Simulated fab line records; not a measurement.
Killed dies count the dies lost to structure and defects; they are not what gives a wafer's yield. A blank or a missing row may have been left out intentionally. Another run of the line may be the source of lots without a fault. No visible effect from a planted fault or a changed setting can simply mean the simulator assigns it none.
8D (eight disciplines) problem report, filled in by code :: flow berkeley-cmos170 :: the parts of the form that need people (team, actions taken, sign-off) are left out

1. THE ISSUE
M2_AL_RS at UCB170_M2_RS_MEAS_02 reads a mean of 0.0533 ohm/sq on 1 wafer of 1 lot; wafers without a fault read 0.0319 ohm/sq with a standard deviation of 0.00036. Measured from the usual mean, that is +59 standard deviations.
The step: measures by four-point-probe.
First observed at day 10 15:58: wafer L445.6, on film-metro-03. At this step, 39 wafers from 13 lots have a number in the record. Rule for "out", or "out of limits": more than 4 standard deviations from the usual mean. The rest of the wafers with a number are treated as sound.

2. WHAT IT IS, AND WHAT IT ISN'T
question: which readings at this step
is: M2_AL_RS
is not: -

question: which lots
is: L445
is not: L430, L432, L433, L434, L435, L436, L437, L439, L441, L449, L451, L452

question: which wafers of those lots
is: L445.6
is not: L445.2, L445.3

question: read on which gauges
is: film-metro-03
is not: film-metro-01, film-metro-04

question: when
is: from day 10 15:58
is not: up to then (29 sound wafers); but 9 sound wafers of L449, L451, L452 came after

3. SUSPECTS, AND WHAT RULES EACH OUT
Counting: if a tool at a process step up to the reading ran every lot that is out, it stays a suspect. Sound lots after the first of them don't rule it out here, since some wafers of a struck lot are sound.
- the gauge at UCB170_M2_RS_MEAS_02 is ruled out. All the wafers that are out were read on film-metro-03, but those of them that UCB170_M2_METAL_ETCH_18 has rows for are out there too, on other tools.
- pvd-sputter-01 at UCB170_M1_SPUTTER_00 (material Al, target thk 600 nm, time 80 s): kept. L445, the lot that is out, went through it at day 10 09:21; up to then, the latest sound lot through it was L441 at day 9 10:03.
- pecvd-01 at UCB170_V1_CVD_00 (deposits SiO2 from TEOS/O2, target thk 2000 nm, time 250 s): kept. L445, the lot that is out, went through it at day 10 13:24; up to then, the latest sound lot through it was L437 at day 9 12:49.
- pvd-sputter-03 at UCB170_M2_SPUTTER_01 (material Al, target thk 900 nm, time 120 s): kept. L445, the lot that is out, went through it at day 10 15:52; up to then, the latest sound lot through it was L441 at day 9 19:43.
After the count, these remain: pvd-sputter-01 at UCB170_M1_SPUTTER_00, pecvd-01 at UCB170_V1_CVD_00 and pvd-sputter-03 at UCB170_M2_SPUTTER_01.

4. THE CAUSE (what the simulator had put in)
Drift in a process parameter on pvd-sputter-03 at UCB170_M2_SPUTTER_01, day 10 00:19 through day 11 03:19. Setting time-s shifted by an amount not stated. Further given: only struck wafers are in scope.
3 suspects survive the count, and this tool is in that group.

5. SEQUENCE OF EFFECTS, ordered by route
One row per reading whose mean, taken over the struck wafers that have a number, lies over 3 standard deviations from the usual. Readings are gone through only where the record gives a usual standard deviation; hours: the median, over the lots, of the time from a lot's start at the first step in this table giving one to that lot's start at this step; sigmas: the change measured in usual standard deviations.
hours: 0
step: UCB170_M2_RS_MEAS_02
reading: M2_AL_RS
usual: 0.0319 ohm/sq
on struck wafers: 0.0533
change: +0.0214
sigmas: +59

hours: 4
step: UCB170_M2_THK_MEAS_03
reading: M2_AL_THK
usual: 903 nm
on struck wafers: 541
change: -362
sigmas: -33

hours: 10
step: UCB170_M2_METAL_ETCH_18
reading: oes-product-au
usual: 0.860 a.u.
on struck wafers: 0.676
change: -0.184
sigmas: -19
It contains these process steps:
- UCB170_M2_METAL_ETCH_18: etches Al in Cl2/BCl3, stops on SiO2, target depth 1170 nm, time 195 s.

6. WHAT WOULD HAVE CAUGHT IT SOONER
The first out-of-limits reading at a measuring or inspecting step in this record came at day 10 15:58, 16 hours after the fault's start at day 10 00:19.
No tool reading at UCB170_M2_SPUTTER_01 that has a usual standard deviation in the record was out on any struck wafer, so an alarm limit of 4 standard deviations on those readings would not have fired.
By day 10 15:58, every lot that is out (1) had started UCB170_M2_SPUTTER_01 on pvd-sputter-03. A hold on the tool at that time would have spared none of them.
